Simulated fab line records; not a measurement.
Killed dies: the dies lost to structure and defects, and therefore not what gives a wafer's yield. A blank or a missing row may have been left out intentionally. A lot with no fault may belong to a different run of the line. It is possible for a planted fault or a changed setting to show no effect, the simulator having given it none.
Which of the tools did it? / flow berkeleyCmos170 / Sampling: 7 lots, 21 wafers, 2 of 331 route steps

WHAT THE GAUGES READ, wafer by wafer
UCB170_SDANNEAL_RS_MEAS_05: the measuring method here is four-point-probe.
lot=L257; measured=day 7 12:08; on=filmMetro-01; NLDD_RS (ohm/sq)=616.1 615.4 615.4
lot=L261; measured=day 8 02:10; on=filmMetro-02; NLDD_RS (ohm/sq)=617.0 617.4 617.3
lot=L265; measured=day 8 10:16; on=filmMetro-02; NLDD_RS (ohm/sq)=616.8 616.6 615.2
lot=L267; measured=day 9 08:29; on=filmMetro-02; NLDD_RS (ohm/sq)=616.7 616.4 618.5
lot=L271; measured=day 9 20:39; on=filmMetro-01; NLDD_RS (ohm/sq)=612.0 614.8 614.0
lot=L273; measured=day 10 08:02; on=filmMetro-01; NLDD_RS (ohm/sq)=614.7 615.7 615.2
lot=L279; measured=day 11 05:38; on=filmMetro-02; NLDD_RS (ohm/sq)=575.0 573.4 574.5

TOOL THAT RAN EACH LOT (tool first, then ch and the chambers of the sampled wafers, then the start)
lot=L257; UCB170_NLDD_IMPLANT_09=implanter-03 ch 0, day 7 02:10
lot=L261; UCB170_NLDD_IMPLANT_09=implanter-02 ch 0, day 7 15:22
lot=L265; UCB170_NLDD_IMPLANT_09=implanter-02 ch 0, day 7 22:25
lot=L267; UCB170_NLDD_IMPLANT_09=implanter-02 ch 0, day 8 22:22
lot=L271; UCB170_NLDD_IMPLANT_09=implanter-03 ch 0, day 9 09:24
lot=L273; UCB170_NLDD_IMPLANT_09=implanter-03 ch 0, day 9 23:25
lot=L279; UCB170_NLDD_IMPLANT_09=implanter-02 ch 0, day 10 19:05
- UCB170_NLDD_IMPLANT_09

THE ANSWER, worked out from the rows above alone
Rule: usual is defined by the lots themselves. The widest of any qualifying gaps counts: lots, ordered by their means at a reading, are off when they make up no more than a third of the lots, leave a main group of 4 or more, and stand apart from it by 3 or more times the standard deviation of that group's means. A main group is skipped when, at the precision printed for the reading in the tables above, its means are all equal. A lot without any number at a reading at which 4 lots or more have one is off too. All remaining lots with rows at the step are treated as sound.
Off: L279, seen at UCB170_SDANNEAL_RS_MEAS_05 (NLDD_RS). The main group has a mean of 615.8 ohm/sq with a standard deviation of 1.3.
If a tool, at a process step before that reading, ran all the lots that are off and no sound lot after the first of them, it fits. Gauges at UCB170_SDANNEAL_RS_MEAS_05: tried the same way as those tools. Undecided on this evidence; 2 tools fit (implanter-02 at UCB170_NLDD_IMPLANT_09, filmMetro-02 at UCB170_SDANNEAL_RS_MEAS_05).

WHAT WAS PUT IN BY THE SIMULATOR
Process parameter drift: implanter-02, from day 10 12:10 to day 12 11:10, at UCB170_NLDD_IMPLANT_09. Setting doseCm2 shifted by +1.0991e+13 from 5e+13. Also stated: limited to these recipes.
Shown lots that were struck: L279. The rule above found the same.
